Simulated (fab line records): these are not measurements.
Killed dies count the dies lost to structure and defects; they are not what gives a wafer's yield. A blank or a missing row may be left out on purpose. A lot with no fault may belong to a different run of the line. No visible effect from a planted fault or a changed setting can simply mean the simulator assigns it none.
A lot that was struck, set against a sound lot || flow ritCmos || 22 out of 202 route steps
Sound: these wafers, L325.2, L325.4, L325.5. Wafers L337.2, L337.5, L337.6 were the ones struck. The cause comes at the end.
Per side, at each step with rows, come the tool, then ch with its chambers, and then its first start. Under that, the readings that differ: sound wafers || struck wafers || difference of the means || sigmas: that difference in standard deviations of wafers without a fault.
alike: words and numbers the same on both sides, and readings whose means are apart by under 2 such deviations; not compared: readings that were withheld, readings missing a value for some wafer, numbers with overlapping values and no deviation given by the record, and bounds like >300 which may hide the same value.
A row with sigmas, a row that says differs or no value, or rows on one side alone: a step with any of these is where the two part. Numbers that don't overlap but have no deviation are shown without sigmas and don't part them. A reading that every wafer of one side lacks parts them only if that side has two wafers or more.

first, 2 steps without rows for these wafers: RIT_NSD_HARDBAKE_07 (time 60 s); RIT_NSD_IMPLANT_08.
RIT_NSD_STRIP_09: strips in O2, time 180 s.
  sound on plasmaAsher-02 ch 0,1, day 3 17:52; struck on plasmaAsher-01 ch 0,1, day 6 06:55
  alike: drypumpMotorCurrentA
  not compared: rfHoursCounterH
RIT_NSD_TW_MEAS_10:
  sound: filmMetro-02 at day 3 18:02; struck: filmMetro-02 at day 6 07:06
  alike: NSD_TW
then, 6 steps without rows for these wafers: RIT_PSD_HMDS_00 (prime time 60 s); RIT_PSD_COAT_01 (resist thk 1000 nm); RIT_PSD_SOFTBAKE_02 (time 60 s); RIT_PSD_EXPOSE_03 (exposes mask M10, target cd 40900 nm); RIT_PSD_PEB_04; RIT_PSD_DEVELOP_05 (develop time 50 s).
RIT_PSD_OVL_MEAS_06:
  sound: overlay-02 at day 3 19:05; struck: overlay-02 at day 6 08:08
  alike: PSD_OVL
then, 1 step without rows for these wafers: RIT_PSD_HARDBAKE_07 (time 60 s).
RIT_PSD_IMPLANT_08:
  sound on implanter-02 ch 0, day 3 19:17; struck on implanter-02 ch 0, day 6 08:20
{"reading": "beamEnergyKeV", "sound": "27.005 26.999 27.010", "struck": "30.513 30.514 30.507", "difference": "+3.507", "sigmas": "+99 or more"}
{"reading": "model.implant.rpNm (nm)", "sound": "22.28 22.28 22.28", "struck": "24.51 24.51 24.51", "difference": "+2.23", "sigmas": ""}
{"reading": "model.implant.drpNm (nm)", "sound": "12.05 12.05 12.05", "struck": "13.13 13.13 13.13", "difference": "+1.08", "sigmas": ""}
RIT_PSD_STRIP_09: strips in O2, time 180 s.
  sound on plasmaAsher-02 ch 0,1, day 3 19:25; struck on plasmaAsher-01 ch 0,1, day 6 08:28
  alike: drypumpMotorCurrentA
  not compared: rfHoursCounterH
RIT_PSD_TW_MEAS_10:
  sound: filmMetro-03 at day 3 19:35; struck: filmMetro-01 at day 6 08:39
{"reading": "PSD_TW", "sound": "3376 3401 3376", "struck": "3587 3590 3578", "difference": "+201", "sigmas": "+6"}
then, 3 steps without rows for these wafers: RIT_SDANNEAL_CLEAN_00 (cleans in SC1, time 600 s); RIT_SDANNEAL_CLEAN_01 (cleans in dHF, time 30 s); RIT_SDANNEAL_CLEAN_02 (cleans in SC2, time 600 s).
RIT_SDANNEAL_RTA_03: time 5 s.
  sound on rtpAnneal-01 ch 0, day 3 20:08; struck on rtpAnneal-01 ch 0, day 6 09:05
  alike: wafer_temp_C_max
RIT_SDANNEAL_RS_MEAS_04: uses a four-point probe to measure.
  sound: filmMetro-02 at day 3 20:16; struck: filmMetro-02 at day 6 09:10
{"reading": "PSD_RS (ohm/sq)", "sound": "115.40 115.49 115.56", "struck": "108.66 108.96 108.72", "difference": -6.70, "sigmas": -24}
RIT_SDANNEAL_RS_MEAS_05: uses a four-point probe to measure.
  sound: filmMetro-02 at day 3 20:23; struck: filmMetro-02 at day 6 09:17
  alike: NSD_RS
RIT_M1_PROBE_99:
  sound: prober-01 at day 4 04:01; struck: prober-01 at day 6 16:41
{"reading": "model.etest.contactPplus.endOhmUm", "sound": "43.24 42.88 43.23", "struck": "41.62 40.13 40.04", "difference": -2.52, "sigmas": ""}
{"reading": "model.etest.diodePplusNwell.bvV (V)", "sound": "6.679 6.671 6.643", "struck": "6.785 6.756 6.751", "difference": "+0.100", "sigmas": ""}
{"reading": "model.etest.vpnp.gain", "sound": "1.058 1.067 1.081", "struck": "1.167 1.155 1.16", "difference": "+0.092", "sigmas": ""}
{"reading": "model.etest.diodePplusNwell.cjFfUm2", "sound": "1.699 1.682 1.678", "struck": "1.629 1.641 1.629", "difference": -0.053, "sigmas": ""}
{"reading": "model.etest.diodePplusComb.cjFfUm2", "sound": "1.994 2.007 1.997", "struck": "1.95 1.94 1.945", "difference": -0.05, "sigmas": ""}
  alike: killedAtContacts, killedAtFrontEnd, killedDies, killedOpen, killedShort

== WHERE THEY PART ==
Last at RIT_SDANNEAL_RS_MEAS_04 as far as this record goes, first at RIT_PSD_IMPLANT_08. Later steps at which nothing parts them and some readings are alike: RIT_SDANNEAL_RS_MEAS_05, RIT_M1_PROBE_99.

WHY: what had been put in by the simulator
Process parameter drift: implanter-02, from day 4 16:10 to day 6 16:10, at RIT_PSD_IMPLANT_08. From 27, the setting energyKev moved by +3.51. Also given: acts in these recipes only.
